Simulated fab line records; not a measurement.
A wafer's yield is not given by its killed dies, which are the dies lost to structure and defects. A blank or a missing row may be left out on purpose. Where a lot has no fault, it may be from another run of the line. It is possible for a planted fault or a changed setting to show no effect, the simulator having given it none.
What tool caused it? | flow berkeley cmos170 | 7 lots, 21 wafers sampled, at 2 steps of a route of 331

## WHAT THE GAUGES SHOWED, per wafer
UCB170_WELLDRIVE_THK_MEAS_02.
lot  | measured    | on            | WELLDRIVE_OXIDE_THK (nm)
L792 | day 3 19:12 | film metro-03 | 203 200 203
L798 | day 5 07:55 | film metro-04 | 303 307 301
L805 | day 6 12:58 | film metro-01 | 199 198 201
L808 | day 6 22:11 | film metro-03 | 200 204 202
L810 | day 7 16:25 | film metro-04 | 202 199 195
L811 | day 7 16:27 | film metro-01 | 203 203 202
L814 | day 8 08:33 | film metro-03 | 202 201 202

## TOOL THAT RAN EACH LOT (tool first, then ch and the chambers of the sampled wafers, then the start)
lot  | UCB170_WELLDRIVE_OXIDATION_01
L792 | furnace-03 ch 0, day 3 15:41
L798 | furnace-01 ch 0, day 4 23:25
L805 | furnace-04 ch 0, day 6 09:28
L808 | furnace-03 ch 0, day 6 18:40
L810 | furnace-04 ch 0, day 7 12:55
L811 | furnace-04 ch 0, day 7 12:55
L814 | furnace-04 ch 0, day 8 05:03
- UCB170_WELLDRIVE_OXIDATION_01: target thk 199 nm, ox time 9000 s.

## THE ANSWER, worked out from the rows above alone
Rule: what is usual is taken from the lots themselves. Put in order of their means at a reading, lots are off if they are a third of the lots or fewer, leave a main group of 4 or more, and stand apart from it by a gap of 3 or more times the standard deviation of the main group's means; of several such gaps the widest counts. If all means in a main group match to the digits the tables above print for the reading, that group is not used. Also off: a lot with no number at a reading for which 4 or more lots have one. All remaining lots with rows at the step are treated as sound.
Off: L798, seen at UCB170_WELLDRIVE_THK_MEAS_02 (WELLDRIVE_OXIDE_THK). Main group: mean 201 nm, sd 1.5.
If a tool, at a process step before that reading, ran all the lots that are off and no sound lot after the first of them, it fits. Gauges at UCB170_WELLDRIVE_THK_MEAS_02: tried the same way as those tools. One fits: furnace-01 at UCB170_WELLDRIVE_OXIDATION_01. It ran no sound lot before its first lot that is off in this sample, so the start can't be narrowed down.

## WHAT THE SIMULATOR HAD PUT IN
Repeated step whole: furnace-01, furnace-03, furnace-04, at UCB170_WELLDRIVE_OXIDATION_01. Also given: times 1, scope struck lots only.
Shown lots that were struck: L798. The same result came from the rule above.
